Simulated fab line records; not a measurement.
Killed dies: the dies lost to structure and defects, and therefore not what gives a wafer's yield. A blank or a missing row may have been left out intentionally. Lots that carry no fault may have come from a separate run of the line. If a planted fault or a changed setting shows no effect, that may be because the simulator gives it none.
Which tool was responsible? | flow berkeley cmos170 | 14 lots, 42 wafers sampled, at 5 steps of a route of 331

WHAT THE GAUGES SHOWED, per wafer
UCB170_NWELL_TW_MEAS_16.
lot  | measured    | on            | NWELL_TW
L430 | day 2 08:31 | film metro-04 | 1254 1257 1256
L431 | day 2 12:55 | film metro-01 | 1243 1255 1250
L432 | day 2 21:29 | film metro-01 | 1254 1241 1248
L434 | day 3 02:54 | film metro-01 | 1257 1251 1250
L433 | day 3 03:13 | film metro-04 | 1241 1242 1247
L435 | day 3 09:26 | film metro-01 | 1245 1249 1256
L436 | day 4 00:59 | film metro-01 | 1254 1258 1262
L437 | day 4 01:16 | film metro-04 | 1248 1251 1245
L439 | day 4 07:11 | film metro-01 | 1255 1263 1263
L448 | day 6 02:34 | film metro-04 | 2109 2101 2100
L447 | day 6 03:09 | film metro-03 | 2101 2103 2118
L450 | day 6 18:29 | film metro-03 | 1258 1256 1254
L451 | day 7 02:38 | film metro-04 | 1253 1258 1251
L452 | day 7 08:09 | film metro-04 | 1259 1255 1261

UCB170_PWELL_THK_MEAS_03.
lot  | measured    | on            | PWELL_OXIDE_THK (nm)
L430 | day 2 19:40 | film metro-02 | 28.1 27.9 28.3
L431 | day 3 00:47 | film metro-02 | 28.1 28.6 28.5
L432 | day 3 05:09 | film metro-02 | 28.3 28.2 28.3
L434 | day 3 11:34 | film metro-04 | 28.5 28.7 28.3
L433 | day 3 11:33 | film metro-01 | 28.0 28.1 28.1
L435 | day 3 17:24 | film metro-04 | 27.8 27.9 28.2
L436 | day 4 09:58 | film metro-02 | 27.5 27.5 27.2
L437 | day 4 09:59 | film metro-04 | 28.2 27.8 28.4
L439 | day 4 14:17 | film metro-04 | 28.2 28.2 28.4
L448 | day 6 13:29 | film metro-04 | 28.5 28.4 28.4
L447 | day 6 13:28 | film metro-02 | 28.5 29.0 28.0
L450 | day 7 03:28 | film metro-01 | 28.2 28.0 28.2
L451 | day 7 10:24 | film metro-04 | 28.0 27.8 28.2
L452 | day 7 16:06 | film metro-02 | 27.9 27.1 27.6

UCB170_ACTIVE_CD_MEAS_90 targets a cd of 1200 nm.
lot  | measured    | on        | cd nm (nm)
L430 | day 4 08:01 | cd sem-01 | 1197.1 1199.0 1198.2
L431 | day 4 08:33 | cd sem-02 | 1201.2 1202.3 1201.1
L432 | day 4 12:26 | cd sem-01 | 1200.0 1199.7 1200.6
L434 | day 4 15:01 | cd sem-01 | 1197.9 1199.1 1198.6
L433 | day 4 15:10 | cd sem-02 | 1202.1 1202.4 1204.1
L435 | day 5 04:43 | cd sem-01 | 1199.0 1197.8 1198.8
L436 | day 5 18:51 | cd sem-02 | 1201.5 1200.8 1200.1
L437 | day 5 18:47 | cd sem-01 | 1201.7 1199.4 1199.0
L439 | day 6 00:25 | cd sem-01 | 1197.7 1198.1 1197.2
L448 | day 8 02:13 | cd sem-02 | 1199.8 1197.6 1198.9
L447 | day 8 02:14 | cd sem-01 | 1200.7 1200.0 1199.8
L450 | day 8 18:30 | cd sem-02 | 1199.3 1199.3 1198.4
L451 | day 9 02:03 | cd sem-01 | 1199.6 1200.8 1200.7
L452 | day 9 04:38 | cd sem-01 | 1197.8 1199.6 1199.1

UCB170_GATE_THK_MEAS_05.
lot  | measured     | on            | GATE_POLY_THK (nm)
L430 | day 5 23:49  | film metro-03 | 214.0 213.3 212.7
L431 | day 5 23:46  | film metro-02 | 216.8 217.5 216.2
L432 | day 6 11:04  | film metro-02 | 219.1 217.3 220.2
L434 | day 6 11:04  | film metro-03 | 217.5 217.9 216.9
L433 | day 6 11:04  | film metro-04 | 217.7 220.6 218.1
L435 | day 7 04:08  | film metro-04 | 215.4 215.1 217.1
L436 | day 7 10:46  | film metro-03 | 213.9 210.9 213.8
L437 | day 7 10:47  | film metro-04 | 212.3 210.7 212.6
L439 | day 7 22:40  | film metro-04 | 214.2 213.4 213.1
L448 | day 9 22:44  | film metro-04 | 215.4 214.5 213.5
L447 | day 9 22:43  | film metro-02 | 214.3 214.5 215.5
L450 | day 10 22:25 | film metro-04 | 213.3 215.7 214.1
L451 | day 11 04:23 | film metro-04 | 212.3 213.3 213.3
L452 | day 11 04:24 | film metro-02 | 218.5 220.5 215.8

EACH LOT AND THE TOOL THAT RAN IT (in order: tool; ch and the chambers of the sampled wafers; start)
lot  | UCB170_NWELL_IMPLANT_14
L430 | implanter-04 ch 0, day 2 08:17
L431 | implanter-04 ch 0, day 2 12:40
L432 | implanter-02 ch 0, day 2 21:15
L434 | implanter-04 ch 0, day 3 02:41
L433 | implanter-01 ch 0, day 3 02:59
L435 | implanter-01 ch 0, day 3 09:13
L436 | implanter-01 ch 0, day 4 00:44
L437 | implanter-02 ch 0, day 4 01:02
L439 | implanter-04 ch 0, day 4 06:56
L448 | implanter-04 ch 0, day 6 02:20
L447 | implanter-04 ch 0, day 6 02:54
L450 | implanter-02 ch 0, day 6 18:15
L451 | implanter-02 ch 0, day 7 02:23
L452 | implanter-02 ch 0, day 7 07:56
- UCB170_NWELL_IMPLANT_14

AS READ BY THE TOOLS THEMSELVES (means over the sampled wafers that have a number; for cases with no such wafer, the mark the record gives instead)
UCB170_NWELL_IMPLANT_14.
lot  | tool         | beam on s (s) | dose ions cm2 | faraday current uA
L430 | implanter-04 | 9.99          | 9.992e+12     | 31.7
L431 | implanter-04 | 10.10         | 1.000e+13     | 31.5
L432 | implanter-02 | 9.95          | 9.997e+12     | 31.9
L434 | implanter-04 | 9.95          | 1.001e+13     | 31.9
L433 | implanter-01 | 10.23         | 9.999e+12     | 31.0
L435 | implanter-01 | 9.82          | 1.001e+13     | 32.3
L436 | implanter-01 | 10.06         | 1.000e+13     | 31.6
L437 | implanter-02 | 10.08         | 9.995e+12     | 31.5
L439 | implanter-04 | 9.82          | 1.000e+13     | 32.3
L448 | implanter-04 | 10.16         | 4.999e+13     | 156.1
L447 | implanter-04 | 10.05         | 5.000e+13     | 157.6
L450 | implanter-02 | 10.06         | 1.001e+13     | 31.6
L451 | implanter-02 | 10.15         | 1.000e+13     | 31.2
L452 | implanter-02 | 9.91          | 9.993e+12     | 31.9

THE ANSWER, worked out from the rows above alone
Rule: usual is defined by the lots themselves. The widest of any qualifying gaps counts: lots, ordered by their means at a reading, are off when they make up no more than a third of the lots, leave a main group of 4 or more, and stand apart from it by 3 or more times the standard deviation of that group's means. The tables above print the reading to a certain number of digits; a main group whose means all agree to those digits is not used. A lot without any number at a reading at which 4 lots or more have one is off too. Any other lot the step has rows for is counted as sound. The gauges are gone through in route order, then the tools' own readings, and for those a lot's mean is taken as printed above. At the first step where some lot is off, the reading lying furthest off is the one used; lots without a number count as furthest.
Off: at UCB170_NWELL_TW_MEAS_16 (NWELL_TW), L448, L447. The main group: mean 1253, standard deviation 4.9.
If a tool, at a process step before that reading, ran all the lots that are off and no sound lot after the first of them, it fits. Not tried: the gauges at UCB170_NWELL_TW_MEAS_16; whatever is off there is also off at UCB170_NWELL_IMPLANT_14, on other tools, and gauge error can't account for it. One fits: UCB170_NWELL_IMPLANT_14 on implanter-04. Its last sound lot is L439 (day 4 06:56), its first lot that is off L448 (day 6 02:20): a fault that began between those two fits.
The tool's own readings at UCB170_NWELL_IMPLANT_14 bear it out: on the lots that are off they differ by more than 5 times the standard deviation of the sound lots' means. dose ions cm2 reads 5.000e+13 there against 1.000e+13 on the sound lots; faraday current uA reads 156.8 there against 31.7 on the sound lots.

WHAT HAD BEEN PUT IN BY THE SIMULATOR
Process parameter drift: implanter-04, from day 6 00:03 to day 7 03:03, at UCB170_NWELL_IMPLANT_14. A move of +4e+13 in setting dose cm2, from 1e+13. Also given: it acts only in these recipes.
Shown lots that were struck: L448, L447. The same result came from the rule above.
